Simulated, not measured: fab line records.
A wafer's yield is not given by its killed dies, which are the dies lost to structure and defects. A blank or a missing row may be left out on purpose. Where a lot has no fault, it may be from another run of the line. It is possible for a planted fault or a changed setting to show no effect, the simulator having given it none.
Split-lot experiment || flow ritCmos || on a route of 202 steps: 5 lots, 23 wafers read

SPLIT DETAILS
At RIT_M1_EXPOSE_06 (exposes mask M12, target cd 2600 nm), the setting doseMj was moved away from the recipe's 250 on 8 of the 23 wafers read, by -7.1% to +4.2%. This setting was run at the recipe's value on the other wafers.

FROM THE SPLIT TO THE READING: what the file shows between them, 2 steps
- RIT_M1_PEB_07
- RIT_M1_DEVELOP_08: develop time 69.88 s

THE READING
cdNm, in nm, at RIT_M1_CD_MEAS_09 (target cd 2600 nm). Fault-free wafers of this fab line usually give 2600.2 nm, standard deviation 1.8 nm.

{"wafer": "L075.1", "tool, chamber at the split": "ilineStepper-02, 0", "doseMj as run": 250, "against the recipe": "recipe", "cdNm, nm": 2599.4, "against lot-mates on the recipe": "-"}
{"wafer": "L075.2", "tool, chamber at the split": "ilineStepper-02, 0", "doseMj as run": 250, "against the recipe": "recipe", "cdNm, nm": 2599.7, "against lot-mates on the recipe": "-"}
{"wafer": "L075.3", "tool, chamber at the split": "ilineStepper-02, 0", "doseMj as run": 250, "against the recipe": "recipe", "cdNm, nm": 2598.7, "against lot-mates on the recipe": "-"}
{"wafer": "L075.4", "tool, chamber at the split": "ilineStepper-02, 0", "doseMj as run": 250, "against the recipe": "recipe", "cdNm, nm": 2600.8, "against lot-mates on the recipe": "-"}
{"wafer": "L075.5", "tool, chamber at the split": "ilineStepper-02, 0", "doseMj as run": 250, "against the recipe": "recipe", "cdNm, nm": 2602.2, "against lot-mates on the recipe": "-"}
{"wafer": "L076.1", "tool, chamber at the split": "ilineStepper-02, 0", "doseMj as run": 250, "against the recipe": "recipe", "cdNm, nm": 2602.8, "against lot-mates on the recipe": "-"}
{"wafer": "L076.2", "tool, chamber at the split": "ilineStepper-02, 0", "doseMj as run": 250, "against the recipe": "recipe", "cdNm, nm": 2602.8, "against lot-mates on the recipe": "-"}
{"wafer": "L076.3", "tool, chamber at the split": "ilineStepper-02, 0", "doseMj as run": 232.3, "against the recipe": "-7.1%", "cdNm, nm": 2622.8, "against lot-mates on the recipe": "+20.0"}
{"wafer": "L076.4", "tool, chamber at the split": "ilineStepper-02, 0", "doseMj as run": 232.3, "against the recipe": "-7.1%", "cdNm, nm": 2623.2, "against lot-mates on the recipe": "+20.4"}
{"wafer": "L076.6", "tool, chamber at the split": "ilineStepper-02, 0", "doseMj as run": 232.3, "against the recipe": "-7.1%", "cdNm, nm": 2622.9, "against lot-mates on the recipe": "+20.1"}
{"wafer": "L078.1", "tool, chamber at the split": "ilineStepper-01, 0", "doseMj as run": 260.6, "against the recipe": "+4.2%", "cdNm, nm": 2588.0, "against lot-mates on the recipe": -13.9}
{"wafer": "L078.2", "tool, chamber at the split": "ilineStepper-01, 0", "doseMj as run": 260.6, "against the recipe": "+4.2%", "cdNm, nm": 2587.6, "against lot-mates on the recipe": -14.3}
{"wafer": "L078.3", "tool, chamber at the split": "ilineStepper-01, 0", "doseMj as run": 250, "against the recipe": "recipe", "cdNm, nm": 2600.5, "against lot-mates on the recipe": "-"}
{"wafer": "L078.4", "tool, chamber at the split": "ilineStepper-01, 0", "doseMj as run": 250, "against the recipe": "recipe", "cdNm, nm": 2603.4, "against lot-mates on the recipe": "-"}
{"wafer": "L078.6", "tool, chamber at the split": "ilineStepper-01, 0", "doseMj as run": 260.6, "against the recipe": "+4.2%", "cdNm, nm": 2590.7, "against lot-mates on the recipe": -11.2}
{"wafer": "L079.1", "tool, chamber at the split": "ilineStepper-02, 0", "doseMj as run": 250, "against the recipe": "recipe", "cdNm, nm": 2599.5, "against lot-mates on the recipe": "-"}
{"wafer": "L079.2", "tool, chamber at the split": "ilineStepper-02, 0", "doseMj as run": 238.5, "against the recipe": "-4.6%", "cdNm, nm": 2610.9, "against lot-mates on the recipe": "+10.9"}
{"wafer": "L079.3", "tool, chamber at the split": "ilineStepper-02, 0", "doseMj as run": 250, "against the recipe": "recipe", "cdNm, nm": 2599.1, "against lot-mates on the recipe": "-"}
{"wafer": "L079.4", "tool, chamber at the split": "ilineStepper-02, 0", "doseMj as run": 238.5, "against the recipe": "-4.6%", "cdNm, nm": 2614.2, "against lot-mates on the recipe": "+14.2"}
{"wafer": "L079.6", "tool, chamber at the split": "ilineStepper-02, 0", "doseMj as run": 250, "against the recipe": "recipe", "cdNm, nm": 2601.4, "against lot-mates on the recipe": "-"}
{"wafer": "L082.1", "tool, chamber at the split": "ilineStepper-02, 0", "doseMj as run": 250, "against the recipe": "recipe", "cdNm, nm": 2602.3, "against lot-mates on the recipe": "-"}
{"wafer": "L082.2", "tool, chamber at the split": "ilineStepper-02, 0", "doseMj as run": 250, "against the recipe": "recipe", "cdNm, nm": 2599.9, "against lot-mates on the recipe": "-"}
{"wafer": "L082.3", "tool, chamber at the split": "ilineStepper-02, 0", "doseMj as run": 250, "against the recipe": "recipe", "cdNm, nm": 2602.7, "against lot-mates on the recipe": "-"}

THE FIT
A straight line over all 23 wafers: cdNm changes by -2.95 nm for each +1% of doseMj; r = -0.99; the points scatter about the line by 1.7 nm.
The same after taking each lot's own level away (the mean of its wafers on the recipe; 23 wafers): -2.9 nm for each +1%; r = -0.99; scatter 1.3 nm.
The reading moves by 21 nm for the largest change in doseMj, on that fit.
Measured against the standard deviation above, the lots' own levels, which go from 2600.00 to 2602.80 nm, span 1.6 times it.
Consequently the slope shifts little with the lot-to-lot level, the two slopes agreeing.
Check: +20.4 nm against its lot-mates is what the line predicts for one of the wafers moved furthest among these (-7.1%) when that wafer is left out of the fit. Against them it came out at +20 nm.

OTHER SPLITS APPLIED TO THESE WAFERS
These wafers also went through other splits before the reading. Each is held against what the fit with the lots' levels taken away leaves over:
{"other split on the same wafers": "RIT_PSD_IMPLANT_08 energyKev", "wafers away from the commonest value": 11, "r with cdNm (lot level and that fit taken away)": "+0.13"}
{"other split on the same wafers": "RIT_CONTACT_CVD_00 timeS", "wafers away from the commonest value": 7, "r with cdNm (lot level and that fit taken away)": -0.19}
{"other split on the same wafers": "RIT_CONTACT_ETCH_11 overEtchFrac", "wafers away from the commonest value": 6, "r with cdNm (lot level and that fit taken away)": "+0.18"}
{"other split on the same wafers": "RIT_M1_COAT_04 resistThkNm", "wafers away from the commonest value": 4, "r with cdNm (lot level and that fit taken away)": "+0.47"}

THE WHOLE CHAIN: every reading that the file lists as answering this split, in the file's order
{"step": "RIT_M1_DEVELOP_08", "what it does": "develop time 69.88 s", "reading": "M1.cdNm (the simulator's own value, which no gauge read)", "change (the file's fit)": "-2.91 nm for each +1% of the setting", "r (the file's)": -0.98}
{"step": "RIT_M1_CD_MEAS_09", "what it does": "target cd 2600 nm", "reading": "cdNm", "change (the file's fit)": "-2.87 nm for each +1% of the setting", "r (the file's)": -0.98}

THE FILE'S OWN FIT
cdNm changes by -2.87 nm for each +1% of doseMj, r = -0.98.
